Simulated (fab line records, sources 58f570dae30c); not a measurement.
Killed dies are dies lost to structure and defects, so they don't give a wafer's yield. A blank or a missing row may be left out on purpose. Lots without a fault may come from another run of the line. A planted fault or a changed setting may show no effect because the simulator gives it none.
Problem report in the 8D (eight disciplines) form, filled by code | flow berkeley_cmos170 | the parts of the form that need people (team, actions taken, sign-off) are left out

1. THE PROBLEM
cd_nm at UCB170_NLDD_CD_MEAS_06 reads a mean of 1220.8 nm on 9 wafers of 3 lots; wafers without a fault read 1199.8 nm with a standard deviation of 1.3. That is +16 standard deviations from the usual mean.
The step: target cd 1200 nm.
First seen on wafer L214.1, day 8 04:13, on cd_sem-01. The record holds 45 wafers of 15 lots with a number at this step. Rule for "out", or "out of limits": more than 4 standard deviations from the usual mean. The other wafers with a number count as sound.

2. WHAT IT IS AND WHAT IT IS NOT
question                    | is                     | is not
which readings at this step | cd_nm                  | -
which lots                  | L213, L214, L215       | L209, L210, L212, L218, L221, L223, L225, L227, L228, L229, L230, L231
which wafers of those lots  | all that have a number | -
read on which gauges        | cd_sem-01              | cd_sem-02
when                        | from day 8 04:13       | up to then (6 sound wafers); but 30 sound wafers of L212, L218, L221, L223, L225, L227, L228, L229, L230, L231 came after

3. SUSPECTS, AND WHAT RULES EACH OUT
Counting: a tool at a process step up to the reading stays a suspect if it ran every lot that is out and no sound lot after the first of them.
- the gauge at UCB170_NLDD_CD_MEAS_06: ruled out. All the wafers that are out were read on cd_sem-01, but those of them that UCB170_NLDD_PEB_04 has rows for are out there too, on other tools.
- litho_track-02 at UCB170_NLDD_PEB_04: ruled out as a lasting fault. Sound lots L227 ran on it after its first lot that is out, L214 (day 8 03:56).
Left after counting: nothing in the record.

4. THE CAUSE (what the simulator had put in)
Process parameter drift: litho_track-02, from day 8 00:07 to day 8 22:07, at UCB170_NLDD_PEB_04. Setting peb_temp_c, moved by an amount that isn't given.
Counting ruled it out, wrongly: the rule takes a fault to strike every lot that its tool runs from its start on, and this one did not.

5. THE CHAIN OF EFFECTS, in route order
Each row: a reading whose mean over the struck wafers that have a number lies more than 3 standard deviations from the usual. Only readings for which the record gives a usual standard deviation are gone through. hours: the time from each lot's start at the first step in this table that gives one to its start at this step, as a median over the lots. sigmas: the change in usual standard deviations.
hours | step                   | reading              | usual     | on struck wafers | change | sigmas
0     | UCB170_NLDD_PEB_04     | heater_power_total_W | 56.80 W   | 59.11            | +2.31  | +51
0     | UCB170_NLDD_PEB_04     | plate_temp_C         | 130.01 C  | 134.02           | +4.01  | +29
0     | UCB170_NLDD_CD_MEAS_06 | cd_nm                | 1199.8 nm | 1220.8           | +21.0  | +16
The process steps in it:
- UCB170_NLDD_PEB_04

6. WHAT WOULD HAVE CAUGHT IT SOONER
In this record the first reading out of limits at a measuring or inspecting step was taken at day 8 04:13, 4 hours after the fault began at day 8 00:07.
The tool's own readings at UCB170_NLDD_PEB_04 were out on every struck wafer that the step has a row for (heater_power_total_W, plate_temp_C): an alarm limit on them would have fired on the first of those.
